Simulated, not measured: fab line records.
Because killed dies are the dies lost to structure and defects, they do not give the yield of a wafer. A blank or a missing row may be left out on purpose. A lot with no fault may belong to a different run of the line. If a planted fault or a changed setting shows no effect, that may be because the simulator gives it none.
Split-lot experiment :: flow rit cmos :: route with 202 steps; 5 lots, 23 wafers read

## THE SPLIT ITSELF
At RIT_NRETRO_COAT_01 (resist thk 1300 nm), the setting spin rpm was moved away from the recipe's 2000 rpm on 4 of the 23 wafers read, by -3.8% to +7.3%. For the rest of the wafers, this setting stayed at what the recipe calls for.

## FROM THE SPLIT TO THE READING: what the file shows between them, 3 steps
- RIT_NRETRO_SOFTBAKE_02: time 60 s
- RIT_NRETRO_EXPOSE_03: exposes mask M4, target cd 43900 nm
- RIT_NRETRO_DEVELOP_05: develop time 68 s

## THE READING
NOVOLAK_of_NRETRO_COAT_01.thk nm (the simulator's own value, which no gauge read), in nm, at RIT_NRETRO_HARDBAKE_07 (time 120 s). The file does not state a usual value for it. Average 1137 nm, standard deviation 1.9 nm, over the 19 wafers here run with the recipe.

wafer: L078.1
tool, chamber at the split: litho track-03, 0
spin rpm as run, rpm: 2000
against the recipe: recipe
NOVOLAK_of_NRETRO_COAT_01.thk nm, nm: 1134
against lot-mates on the recipe: -

wafer: L078.2
tool, chamber at the split: litho track-03, 0
spin rpm as run, rpm: 1923
against the recipe: -3.8%
NOVOLAK_of_NRETRO_COAT_01.thk nm, nm: 1156
against lot-mates on the recipe: +20

wafer: L078.3
tool, chamber at the split: litho track-03, 0
spin rpm as run, rpm: 2000
against the recipe: recipe
NOVOLAK_of_NRETRO_COAT_01.thk nm, nm: 1137
against lot-mates on the recipe: -

wafer: L078.4
tool, chamber at the split: litho track-03, 0
spin rpm as run, rpm: 1923
against the recipe: -3.8%
NOVOLAK_of_NRETRO_COAT_01.thk nm, nm: 1161
against lot-mates on the recipe: +25

wafer: L078.6
tool, chamber at the split: litho track-03, 0
spin rpm as run, rpm: 2000
against the recipe: recipe
NOVOLAK_of_NRETRO_COAT_01.thk nm, nm: 1138
against lot-mates on the recipe: -

wafer: L080.1
tool, chamber at the split: litho track-03, 0
spin rpm as run, rpm: 2000
against the recipe: recipe
NOVOLAK_of_NRETRO_COAT_01.thk nm, nm: 1139
against lot-mates on the recipe: -

wafer: L080.3
tool, chamber at the split: litho track-03, 0
spin rpm as run, rpm: 2000
against the recipe: recipe
NOVOLAK_of_NRETRO_COAT_01.thk nm, nm: 1139
against lot-mates on the recipe: -

wafer: L080.4
tool, chamber at the split: litho track-03, 0
spin rpm as run, rpm: 2000
against the recipe: recipe
NOVOLAK_of_NRETRO_COAT_01.thk nm, nm: 1139
against lot-mates on the recipe: -

wafer: L080.2
tool, chamber at the split: litho track-03, 0
spin rpm as run, rpm: 2000
against the recipe: recipe
NOVOLAK_of_NRETRO_COAT_01.thk nm, nm: 1138
against lot-mates on the recipe: -

wafer: L080.5
tool, chamber at the split: litho track-03, 0
spin rpm as run, rpm: 2000
against the recipe: recipe
NOVOLAK_of_NRETRO_COAT_01.thk nm, nm: 1136
against lot-mates on the recipe: -

wafer: L081.1
tool, chamber at the split: litho track-04, 0
spin rpm as run, rpm: 2000
against the recipe: recipe
NOVOLAK_of_NRETRO_COAT_01.thk nm, nm: 1136
against lot-mates on the recipe: -

wafer: L081.2
tool, chamber at the split: litho track-04, 0
spin rpm as run, rpm: 2000
against the recipe: recipe
NOVOLAK_of_NRETRO_COAT_01.thk nm, nm: 1135
against lot-mates on the recipe: -

wafer: L081.6
tool, chamber at the split: litho track-04, 0
spin rpm as run, rpm: 2000
against the recipe: recipe
NOVOLAK_of_NRETRO_COAT_01.thk nm, nm: 1135
against lot-mates on the recipe: -

wafer: L081.4
tool, chamber at the split: litho track-04, 0
spin rpm as run, rpm: 2000
against the recipe: recipe
NOVOLAK_of_NRETRO_COAT_01.thk nm, nm: 1134
against lot-mates on the recipe: -

wafer: L081.5
tool, chamber at the split: litho track-04, 0
spin rpm as run, rpm: 2000
against the recipe: recipe
NOVOLAK_of_NRETRO_COAT_01.thk nm, nm: 1134
against lot-mates on the recipe: -

wafer: L082.1
tool, chamber at the split: litho track-04, 0
spin rpm as run, rpm: 2146
against the recipe: +7.3%
NOVOLAK_of_NRETRO_COAT_01.thk nm, nm: 1097
against lot-mates on the recipe: -41

wafer: L082.5
tool, chamber at the split: litho track-04, 0
spin rpm as run, rpm: 2146
against the recipe: +7.3%
NOVOLAK_of_NRETRO_COAT_01.thk nm, nm: 1097
against lot-mates on the recipe: -41

wafer: L082.2
tool, chamber at the split: litho track-04, 0
spin rpm as run, rpm: 2000
against the recipe: recipe
NOVOLAK_of_NRETRO_COAT_01.thk nm, nm: 1139
against lot-mates on the recipe: -

wafer: L082.3
tool, chamber at the split: litho track-04, 0
spin rpm as run, rpm: 2000
against the recipe: recipe
NOVOLAK_of_NRETRO_COAT_01.thk nm, nm: 1138
against lot-mates on the recipe: -

wafer: L082.4
tool, chamber at the split: litho track-04, 0
spin rpm as run, rpm: 2000
against the recipe: recipe
NOVOLAK_of_NRETRO_COAT_01.thk nm, nm: 1137
against lot-mates on the recipe: -

wafer: L085.3
tool, chamber at the split: litho track-03, 0
spin rpm as run, rpm: 2000
against the recipe: recipe
NOVOLAK_of_NRETRO_COAT_01.thk nm, nm: 1139
against lot-mates on the recipe: -

wafer: L085.5
tool, chamber at the split: litho track-03, 0
spin rpm as run, rpm: 2000
against the recipe: recipe
NOVOLAK_of_NRETRO_COAT_01.thk nm, nm: 1137
against lot-mates on the recipe: -

wafer: L085.6
tool, chamber at the split: litho track-03, 0
spin rpm as run, rpm: 2000
against the recipe: recipe
NOVOLAK_of_NRETRO_COAT_01.thk nm, nm: 1140
against lot-mates on the recipe: -

FIT RESULTS
A straight line over all 23 wafers: NOVOLAK_of_NRETRO_COAT_01.thk nm changes by -5.51 nm for each +1% of spin rpm; r = -0.99; the points scatter about the line by 2 nm.
The same after taking each lot's own level away (the mean of its wafers on the recipe; 23 wafers): -5.65 nm for each +1%; r = -1.00; scatter 1.3 nm.
Per that fit: largest spin rpm move, reading shift of 41 nm.
Measured against the standard deviation above, the lots' own levels, which go from 1134.8 to 1138.7 nm, span 2.0 times it.
So the lot-to-lot level changes the slope little: the two slopes agree.
Check: -41.3 nm against its lot-mates is what the line predicts for one of the wafers moved furthest among these (+7.3%) when that wafer is left out of the fit. Against them it came out at -41 nm.

## THE OTHER SPLITS THESE WAFERS WENT THROUGH
These wafers also went through other splits before the reading. Each is held against what the fit with the lots' levels taken away leaves over:
other split on the same wafers: RIT_ACTIVE_CVD_03 pressure mtorr
wafers away from the commonest value: 15
r with NOVOLAK_of_NRETRO_COAT_01.thk nm (lot level and that fit taken away): +0.02

other split on the same wafers: RIT_ACTIVE_COAT_06 resist thk nm
wafers away from the commonest value: 11
r with NOVOLAK_of_NRETRO_COAT_01.thk nm (lot level and that fit taken away): +0.02

other split on the same wafers: RIT_ACTIVE_CLEAN_16 time s
wafers away from the commonest value: 10
r with NOVOLAK_of_NRETRO_COAT_01.thk nm (lot level and that fit taken away): -0.04

other split on the same wafers: RIT_FOX1_OXIDATION_00 temp c
wafers away from the commonest value: 15
r with NOVOLAK_of_NRETRO_COAT_01.thk nm (lot level and that fit taken away): +0.02

other split on the same wafers: RIT_PWELL_COAT_01 resist thk nm
wafers away from the commonest value: 9
r with NOVOLAK_of_NRETRO_COAT_01.thk nm (lot level and that fit taken away): -0.05

other split on the same wafers: RIT_PWELL_IMPLANT_08 dose cm2
wafers away from the commonest value: 8
r with NOVOLAK_of_NRETRO_COAT_01.thk nm (lot level and that fit taken away): +0.07

## THE WHOLE CHAIN: every reading that the file lists as answering this split, in the file's order
step: RIT_NRETRO_COAT_01
what it does: resist thk 1300 nm
reading: NOVOLAK_of_NRETRO_COAT_01.thk nm (the simulator's own value, which no gauge read)
change (the file's fit): -6.57 nm for each +1% of the setting
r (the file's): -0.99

step: RIT_NRETRO_HARDBAKE_07
what it does: time 120 s
reading: NOVOLAK_of_NRETRO_COAT_01.thk nm (the simulator's own value, which no gauge read)
change (the file's fit): -5.65 nm for each +1% of the setting
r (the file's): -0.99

## FILE'S OWN FIT
NOVOLAK_of_NRETRO_COAT_01.thk nm changes by -5.65 nm for each +1% of spin rpm, r = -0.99.
